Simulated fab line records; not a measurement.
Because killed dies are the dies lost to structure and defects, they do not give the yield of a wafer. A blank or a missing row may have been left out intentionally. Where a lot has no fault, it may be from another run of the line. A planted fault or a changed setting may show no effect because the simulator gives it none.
Chamber matching + flow berkeley_cmos170 + rie_diel-01 running UCB170_CONTACT_ETCH_17: 4 sister chambers
The step etches BARC in N2/H2. 8 wafers are shown with their chamber, then 8 later ones without.

EACH WAFER AND ITS CHAMBER
| wafer  | chamber | drypump_motor_current_A (A) | throttle_valve_pct (%) |
|--------|---------|-----------------------------|------------------------|
| L082.4 | 0       | 5.3                         | 13.23                  |
| L084.4 | 0       | 5.3                         | 13.21                  |
| L087.2 | 1       | 6.1                         | 12.99                  |
| L089.4 | 1       | 6.1                         | 13.00                  |
| L088.2 | 2       | 6.0                         | 13.17                  |
| L088.4 | 3       | 5.8                         | 13.22                  |
| L088.5 | 2       | 6.0                         | 13.17                  |
| L092.3 | 3       | 5.7                         | 13.22                  |

WAFERS WITH NO CHAMBER GIVEN
| wafer  | drypump_motor_current_A (A) | throttle_valve_pct (%) |
|--------|-----------------------------|------------------------|
| L092.4 | 6.0                         | 13.17                  |
| L092.5 | 5.8                         | 13.21                  |
| L093.1 | 6.1                         | 12.99                  |
| L093.4 | 5.8                         | 13.21                  |
| L093.6 | 6.1                         | 13.01                  |
| L096.4 | 5.8                         | 13.23                  |
| L096.5 | 6.0                         | 13.00                  |
| L096.6 | 6.0                         | 13.17                  |

WHICH CHAMBER EACH ONE RAN IN
| wafer  | from the rows above | in truth |
|--------|---------------------|----------|
| L092.4 | 2                   | 2        |
| L092.5 | 3                   | 3        |
| L093.1 | 1                   | 1        |
| L093.4 | 3                   | 3        |
| L093.6 | 1                   | 1        |
| L096.4 | 3                   | 3        |
| L096.5 | 1                   | 1        |
| L096.6 | 2                   | 2        |
Correct placement for 8 of the 8. Can't be placed from these rows: 0. Placed wrongly: 0.
How it was worked out, from the rows above alone: a wafer's distance from a chamber is the root of the sum, over the readings, of the square of ((its reading less the chamber's mean) divided by the reading's scatter). If the next closest chamber is less than 2 further off than the closest, the wafer can't be placed; otherwise it belongs to the closest. A chamber's mean is the mean of its shown wafers. The scatter: the root of (the sum of the squares of (reading less its chamber's mean) over the shown wafers, divided by (wafers less chambers)).
